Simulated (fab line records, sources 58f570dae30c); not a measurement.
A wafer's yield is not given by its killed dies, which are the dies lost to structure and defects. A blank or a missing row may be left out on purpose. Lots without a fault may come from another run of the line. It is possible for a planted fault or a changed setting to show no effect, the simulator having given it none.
Which of the tools did it? || flow berkeley-cmos170 || Sampling: 14 lots, 42 wafers, 2 of 331 route steps

== WHAT EACH GAUGE READ, for each wafer ==
UCB170_V1_CD_MEAS_90: target cd 700 nm. Usual: cd-nm 700.2 nm, standard deviation 1.6.
{"lot": "L627", "measured": "day 8 11:37", "on": "cd-sem-01", "cd-nm (nm)": "699.9 701.1 700.4", "flag": ""}
{"lot": "L626", "measured": "day 8 18:15", "on": "cd-sem-02", "cd-nm (nm)": "701.4 699.3 701.6", "flag": ""}
{"lot": "L628", "measured": "day 8 18:22", "on": "cd-sem-01", "cd-nm (nm)": "698.6 700.9 700.3", "flag": ""}
{"lot": "L629", "measured": "day 9 13:47", "on": "cd-sem-01", "cd-nm (nm)": "702.2 700.5 701.1", "flag": ""}
{"lot": "L632", "measured": "day 9 15:07", "on": "cd-sem-02", "cd-nm (nm)": "701.0 699.9 699.6", "flag": ""}
{"lot": "L635", "measured": "day 10 15:17", "on": "cd-sem-01", "cd-nm (nm)": "700.1 698.9 698.9", "flag": ""}
{"lot": "L637", "measured": "day 10 17:12", "on": "cd-sem-01", "cd-nm (nm)": "700.1 699.7 700.6", "flag": ""}
{"lot": "L639", "measured": "day 11 10:15", "on": "cd-sem-02", "cd-nm (nm)": "699.9 698.4 698.5", "flag": ""}
{"lot": "L641", "measured": "day 11 11:55", "on": "cd-sem-02", "cd-nm (nm)": "698.1 699.3 699.4", "flag": ""}
{"lot": "L644", "measured": "day 13 12:08", "on": "cd-sem-01", "cd-nm (nm)": "702.1 702.7 702.1", "flag": ""}
{"lot": "L643", "measured": "day 13 13:11", "on": "cd-sem-01", "cd-nm (nm)": "701.0 699.8 700.7", "flag": ""}
{"lot": "L647", "measured": "day 13 14:51", "on": "cd-sem-01", "cd-nm (nm)": "698.7 698.7 699.9", "flag": ""}
{"lot": "L649", "measured": "day 14 02:24", "on": "cd-sem-02", "cd-nm (nm)": "698.7 698.6 701.3", "flag": ""}
{"lot": "L648", "measured": "day 14 04:02", "on": "cd-sem-01", "cd-nm (nm)": "700.0 699.4 698.5", "flag": ""}

UCB170_M2_RS_MEAS_02: uses a four-point probe to measure. Usual: M2_AL_RS typically reads 0.0322 ohm/sq, with standard deviation 0.00042.
{"lot": "L627", "measured": "day 8 11:53", "on": "film-metro-04", "M2_AL_RS (ohm/sq)": "0.0330 0.0329 0.0329", "flag": ""}
{"lot": "L626", "measured": "day 8 18:31", "on": "film-metro-04", "M2_AL_RS (ohm/sq)": "0.0319 0.0318 0.0322", "flag": ""}
{"lot": "L628", "measured": "day 8 18:38", "on": "film-metro-03", "M2_AL_RS (ohm/sq)": "0.0326 0.0320 0.0322", "flag": ""}
{"lot": "L629", "measured": "day 9 14:04", "on": "film-metro-02", "M2_AL_RS (ohm/sq)": "0.0322 0.0321 0.0323", "flag": ""}
{"lot": "L632", "measured": "day 9 15:23", "on": "film-metro-03", "M2_AL_RS (ohm/sq)": "0.0315 0.0319 0.0324", "flag": ""}
{"lot": "L635", "measured": "day 10 15:33", "on": "film-metro-04", "M2_AL_RS (ohm/sq)": "0.0325 0.0334 0.0326", "flag": ""}
{"lot": "L637", "measured": "day 10 17:28", "on": "film-metro-03", "M2_AL_RS (ohm/sq)": "0.0324 0.0321 0.0319", "flag": ""}
{"lot": "L639", "measured": "day 11 10:31", "on": "film-metro-02", "M2_AL_RS (ohm/sq)": "0.0316 0.0316 0.0319", "flag": ""}
{"lot": "L641", "measured": "day 11 12:11", "on": "film-metro-04", "M2_AL_RS (ohm/sq)": "0.0327 0.0332 0.0323", "flag": ""}
{"lot": "L644", "measured": "day 13 12:24", "on": "film-metro-02", "M2_AL_RS (ohm/sq)": "0.0324 0.0315 0.0327", "flag": ""}
{"lot": "L643", "measured": "day 13 13:28", "on": "film-metro-02", "M2_AL_RS (ohm/sq)": "0.0317 0.0326 0.0322", "flag": ""}
{"lot": "L647", "measured": "day 13 15:07", "on": "film-metro-02", "M2_AL_RS (ohm/sq)": "0.0326 0.0328 0.0332", "flag": ""}
{"lot": "L649", "measured": "day 14 02:40", "on": "film-metro-04", "M2_AL_RS (ohm/sq)": "0.0320 0.0324 0.0322", "flag": ""}
{"lot": "L648", "measured": "day 14 04:18", "on": "film-metro-04", "M2_AL_RS (ohm/sq)": "0.0321 0.0322 0.0328", "flag": ""}

== WHAT TOOL EACH LOT RAN ON (gives the tool, then ch and the chambers of the sampled wafers, and finally the start) ==
There is no process step in the record ahead of these readings.

== WHAT THE TOOLS THEMSELVES READ (means of the sampled wafers that have a number; where no wafer has one, the mark that the record gives instead) ==
The record holds no such reading with a usual standard deviation.

== THE ANSWER, worked out from the rows above alone ==
Rule: a lot is off if the mean of its wafers that have a number lies more than 3 standard deviations from the usual mean. A lot without any number at a reading at which 4 lots or more have one is off too. Any other lot the step has rows for is counted as sound. First the gauges in route order, then the tools' own readings, where a lot's mean is used as printed above. At the first step where some lot is off, the reading lying furthest off is the one used; lots without a number count as furthest.
No lot is off on any of the readings shown, so nothing can be concluded from this.

== WHAT THE SIMULATOR HAD INSERTED ==
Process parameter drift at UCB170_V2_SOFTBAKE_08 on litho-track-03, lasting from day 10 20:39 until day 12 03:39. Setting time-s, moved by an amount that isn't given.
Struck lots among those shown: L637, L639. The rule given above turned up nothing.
